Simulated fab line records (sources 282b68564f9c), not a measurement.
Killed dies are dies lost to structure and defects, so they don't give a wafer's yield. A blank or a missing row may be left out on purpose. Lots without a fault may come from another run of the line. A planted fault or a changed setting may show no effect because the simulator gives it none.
A single fault, viewed from 2 desks | flow rit cmos | only its own numbers are on each desk; what lay behind them is given at the end

## THE METROLOGY DESK
What the gauges read for every lot (on any tool): the sampled wafers with a number, averaged. Marked OUT: a lot whose mean sits more than 4 standard deviations from the usual mean, which makes it out of limits; the brackets give that distance.
Columns: A = NLDD_TW at RIT_NLDD_TW_MEAS_10, usual 2489; B = NLDD_RS at RIT_SDANNEAL_RS_MEAS_07, usual 151.6 ohm/sq
lot  | first seen here | A               | B
L380 | day 2 20:00     | 2520            | 151.2
L381 | day 3 01:53     | 2516            | 151.0
L382 | day 3 05:40     | 2493            | 151.5
L384 | day 3 20:52     | 2495            | 151.9
L385 | day 3 22:26     | 2488            | 151.3
L386 | day 4 00:55     | 2453            | 151.9
L387 | day 4 07:40     | 2680 (+8.7) OUT | 113.8 (-79) OUT
L388 | day 4 15:01     | 2714 (+10) OUT  | 113.7 (-79) OUT
L390 | day 5 03:59     | 2521            | 151.5
L396 | day 6 11:36     | 2496            | 150.8
L398 | day 6 15:04     | 2461            | 152.2
L397 | day 6 22:34     | 2483            | 151.7
L399 | day 6 23:52     | 2456            | 151.5
L400 | day 7 04:55     | 2496            | 151.4
This desk finds L387, L388 out of limits, with the earliest case on L387 at day 4 07:40 (NLDD_TW at RIT_NLDD_TW_MEAS_10). L380, L381, L382, L384, L385, L386, L390, L396, L398, L397, L399, L400: within limits.

## THE TOOL OWNER'S DESK: implanter-04
The tool's own readings at RIT_NLDD_IMPLANT_08: means of the sampled wafers that have a number, for each lot that ran on this tool. Marked OUT: a lot whose mean sits more than 4 standard deviations from the usual mean, which makes it out of limits; the brackets give that distance.
Columns: A = beam on s at RIT_NLDD_IMPLANT_08, usual 9.98 s; B = faraday current uA at RIT_NLDD_IMPLANT_08, usual 1576
lot  | first seen here | A               | B
L381 | day 3 01:34     | 9.99            | 1572
L385 | day 3 22:08     | 10.17           | 1546
L386 | day 4 00:36     | 9.96            | 1578
L387 | day 4 07:21     | 13.95 (+18) OUT | 1127 (-13) OUT
L388 | day 4 14:43     | 14.02 (+18) OUT | 1121 (-13) OUT
This desk finds L387, L388 out of limits, L387 being first, at day 4 07:21 (beam on s at RIT_NLDD_IMPLANT_08). L381, L385, L386: within limits.

## ALL TOGETHER
The tool owner's desk had the chance to raise an alarm at day 4 07:21 on L387, L388.
On L387, L388, the metrology desk was in a position to raise an alarm at day 4 07:40.
The lots listed all ran RIT_NLDD_IMPLANT_08 on implanter-04.

## WHAT THE SIMULATOR HAD PUT IN
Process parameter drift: implanter-04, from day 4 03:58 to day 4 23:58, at RIT_NLDD_IMPLANT_08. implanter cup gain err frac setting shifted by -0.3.
Shown lots that were struck: L387, L388.
Hours from the fault's start to each desk's first reading out of limits: the tool owner's desk, 3; the metrology desk, 4.
